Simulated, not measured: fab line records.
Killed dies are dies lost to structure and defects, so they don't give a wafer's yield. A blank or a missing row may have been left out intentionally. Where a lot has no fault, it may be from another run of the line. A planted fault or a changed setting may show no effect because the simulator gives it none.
Which tool did it?	flow berkeley_cmos170	42 wafers from 14 lots sampled at 5 of the route's 331 steps

== WHAT THE GAUGES SHOWED, per wafer ==
UCB170_V1_CD_MEAS_90 targets a cd of 700 nm. Usual: 699.2 nm for cd_nm, sd 1.6.
lot	measured	on	cd_nm (nm)	flag
L150	day 9 04:56	cd_sem-01	698.3 699.2 698.4	
L152	day 9 16:38	cd_sem-02	698.1 700.2 698.4	
L155	day 9 18:53	cd_sem-02	697.5 697.2 697.1	
L154	day 9 19:05	cd_sem-01	696.6 696.4 698.7	
L158	day 10 17:43	cd_sem-01	698.8 697.1 700.5	
L159	day 10 16:29	cd_sem-02	704.2 703.5 704.9	OFF
L165	day 11 07:56	cd_sem-01	699.5 696.5 701.0	
L163	day 11 09:34	cd_sem-01	697.2 699.3 698.4	
L164	day 11 09:53	cd_sem-02	697.2 699.9 699.0	
L162	day 11 10:33	cd_sem-01	704.8 704.3 703.4	OFF
L168	day 12 08:41	cd_sem-02	700.1 699.0 701.9	
L169	day 12 23:03	cd_sem-01	698.3 698.1 699.5	
L172	day 13 08:24	cd_sem-02	699.5 699.3 698.0	
L173	day 14 00:42	cd_sem-01	700.6 701.9 700.7	

UCB170_V2_CD_MEAS_90 targets a cd of 700 nm. Usual: 699.4 nm for cd_nm, sd 1.6.
lot	measured	on	cd_nm (nm)	flag
L150	day 9 14:02	cd_sem-01	699.0 699.2 699.0	
L152	day 9 22:14	cd_sem-01	696.1 693.5 696.3	
L155	day 10 00:43	cd_sem-02	698.2 700.2 699.7	
L154	day 10 01:14	cd_sem-02	697.2 697.5 700.1	
L158	day 10 22:59	cd_sem-02	698.8 698.2 699.0	
L159	day 10 21:28	cd_sem-02	698.1 700.1 699.9	
L165	day 11 13:39	cd_sem-01	699.9 700.6 701.4	
L163	day 11 14:45	cd_sem-02	699.3 698.2 699.3	
L164	day 11 15:19	cd_sem-02	701.3 702.9 699.9	
L162	day 11 16:14	cd_sem-01	698.5 696.2 697.4	
L168	day 12 18:19	cd_sem-02	700.6 700.6 700.7	
L169	day 13 04:12	cd_sem-01	700.2 699.1 698.9	
L172	day 13 16:09	cd_sem-01	698.5 699.4 698.8	
L173	day 14 07:44	cd_sem-02	699.6 700.4 700.0	

== WHICH TOOL RAN EACH LOT (tool, then ch and the chambers of the sampled wafers, then the start) ==
lot	UCB170_NVT_STRIP_08	UCB170_V1_ETCH_14	UCB170_V1_STRIP_15
L150	plasma_asher-03 ch 0,1, day 6 22:16	rie_diel-04 ch 0,1,2, day 9 04:38	plasma_asher-04 ch 0,1, day 9 04:50
L152	plasma_asher-04 ch 0,1, day 7 12:21	rie_diel-02 ch 1,2, day 9 16:21	plasma_asher-04 ch 0,1, day 9 16:32
L155	plasma_asher-02 ch 0,1, day 7 12:33	rie_diel-01 ch 1,2,3, day 9 18:35	plasma_asher-04 ch 0,1, day 9 18:46
L154	plasma_asher-03 ch 0,1, day 7 12:48	rie_diel-04 ch 1,2,3, day 9 18:46	plasma_asher-02 ch 0,1, day 9 18:56
L158	plasma_asher-02 ch 0,1, day 8 11:08	rie_diel-01 ch 0,2,3, day 10 17:26	plasma_asher-02 ch 0,1, day 10 17:37
L159	plasma_asher-02 ch 0,1, day 8 21:40	rie_diel-04 ch 0,1,3, day 10 16:11	plasma_asher-02 ch 0, day 10 16:22
L165	plasma_asher-02 ch 0,1, day 9 07:57	rie_diel-02 ch 0,1,2, day 11 07:39	plasma_asher-04 ch 0,1, day 11 07:50
L163	plasma_asher-04 ch 1, day 9 08:00	rie_diel-01 ch 0,1,3, day 11 09:16	plasma_asher-01 ch 0, day 11 09:27
L164	plasma_asher-03 ch 0,1, day 9 08:13	rie_diel-02 ch 2,3, day 11 09:33	plasma_asher-02 ch 0,1, day 11 09:46
L162	plasma_asher-02 ch 0, day 9 08:28	rie_diel-04 ch 0,1,2, day 11 10:16	plasma_asher-01 ch 1, day 11 10:27
L168	plasma_asher-04 ch 0,1, day 10 13:55	rie_diel-01 ch 0,1,3, day 12 08:24	plasma_asher-02 ch 0,1, day 12 08:35
L169	plasma_asher-04 ch 0,1, day 11 01:42	rie_diel-02 ch 1,2,3, day 12 22:46	plasma_asher-01 ch 0,1, day 12 22:57
L172	plasma_asher-04 ch 0,1, day 11 10:06	rie_diel-02 ch 0,3, day 13 08:04	plasma_asher-04 ch 0,1, day 13 08:16
L173	plasma_asher-03 ch 0,1, day 11 22:59	rie_diel-04 ch 1,3, day 14 00:24	plasma_asher-01 ch 0,1, day 14 00:35
- UCB170_NVT_STRIP_08: strips in O2.
- UCB170_V1_ETCH_14: etches SiO2 in CHF3/CF4/Ar, stops on Al, target depth 1250 nm, time 291 s.
- UCB170_V1_STRIP_15: strips in O2.

== AS READ BY THE TOOLS THEMSELVES (means over the sampled wafers that have a number; for cases with no such wafer, the mark the record gives instead) ==
UCB170_NVT_STRIP_08. Usual: drypump_motor_current_A 5.8 A, standard deviation 0.31; oes_product_au 0.735 a.u., standard deviation 0.0046; strip_time_to_endpoint_s 21.67 s, standard deviation 0.054.
lot	tool	drypump_motor_current_A (A)	oes_product_au (a.u.)	strip_time_to_endpoint_s (s)	flag
L150	plasma_asher-03	5.6	0.738	21.65	
L152	plasma_asher-04	6.0	0.737	21.66	
L155	plasma_asher-02	5.5	0.736	21.70	
L154	plasma_asher-03	5.7	0.735	21.70	
L158	plasma_asher-02	5.5	0.737	21.70	
L159	plasma_asher-02	5.6	0.733	21.62	
L165	plasma_asher-02	5.5	0.733	21.64	
L163	plasma_asher-04	5.9	0.736	21.67	
L164	plasma_asher-03	5.6	0.735	21.61	
L162	plasma_asher-02	5.8	0.737	21.58	
L168	plasma_asher-04	6.0	0.737	21.76	
L169	plasma_asher-04	6.0	0.741	21.68	
L172	plasma_asher-04	6.0	0.740	21.68	
L173	plasma_asher-03	5.6	0.738	21.62	

UCB170_V1_ETCH_14. Usual: drypump_motor_current_A 5.6 A, standard deviation 0.52; oes_product_au 0.875 a.u., standard deviation 0.01; throttle_valve_pct 6.98 %, standard deviation 0.11.
lot	tool	drypump_motor_current_A (A)	oes_product_au (a.u.)	throttle_valve_pct (%)	flag
L150	rie_diel-04	5.7	0.878	7.03	
L152	rie_diel-02	5.3	0.873	6.93	
L155	rie_diel-01	5.4	0.886	6.96	
L154	rie_diel-04	5.9	0.869	6.97	
L158	rie_diel-01	5.5	0.877	6.97	
L159	rie_diel-04	5.7	0.862	6.97	
L165	rie_diel-02	5.6	0.880	7.00	
L163	rie_diel-01	5.3	0.875	6.88	
L164	rie_diel-02	5.6	0.867	6.96	
L162	rie_diel-04	5.7	0.869	7.03	
L168	rie_diel-01	5.3	0.882	6.89	
L169	rie_diel-02	5.4	0.874	6.97	
L172	rie_diel-02	6.2	0.878	7.11	
L173	rie_diel-04	5.9	0.864	6.92	

UCB170_V1_STRIP_15. Usual: drypump_motor_current_A 5.8 A, standard deviation 0.33; oes_product_au 0.722 a.u., standard deviation 0.0043; strip_time_to_endpoint_s 15.39 s, standard deviation 0.14.
lot	tool	drypump_motor_current_A (A)	oes_product_au (a.u.)	strip_time_to_endpoint_s (s)	flag
L150	plasma_asher-04	6.1	0.722	15.34	
L152	plasma_asher-04	6.1	0.718	15.48	
L155	plasma_asher-04	6.0	0.722	15.41	
L154	plasma_asher-02	5.6	0.719	15.50	
L158	plasma_asher-02	5.6	0.722	15.50	
L159	plasma_asher-02	5.8	0.720	12.03	OFF
L165	plasma_asher-04	6.0	0.720	15.42	
L163	plasma_asher-01	6.0	0.722	15.48	
L164	plasma_asher-02	5.5	0.722	15.20	
L162	plasma_asher-01	5.5	0.720	11.81	OFF
L168	plasma_asher-02	5.6	0.720	15.38	
L169	plasma_asher-01	5.8	0.724	15.53	
L172	plasma_asher-04	6.2	0.718	15.52	
L173	plasma_asher-01	5.8	0.722	15.22	

== THE ANSWER, worked out from the rows above alone ==
Rule: a lot counts as off when the mean over its wafers that have a number is more than 3 standard deviations away from the usual mean. Also off: a lot with no number at a reading for which 4 or more lots have one. All remaining lots with rows at the step are treated as sound. The gauges are gone through in route order, then the tools' own readings, and for those a lot's mean is taken as printed above. At the first step where some lot is off, the reading lying furthest off is the one used; lots without a number count as furthest.
Off at UCB170_V1_CD_MEAS_90 (cd_nm): L159, L162.
A tool fits if, at a process step before that reading, it ran every lot that is off, and no sound lot after the first of them. Not tried: the gauges at UCB170_V1_CD_MEAS_90; whatever is off there is also off at UCB170_V1_STRIP_15, on other tools, and gauge error can't account for it. Of those tried, none fits.

== WHAT WAS PUT IN BY THE SIMULATOR ==
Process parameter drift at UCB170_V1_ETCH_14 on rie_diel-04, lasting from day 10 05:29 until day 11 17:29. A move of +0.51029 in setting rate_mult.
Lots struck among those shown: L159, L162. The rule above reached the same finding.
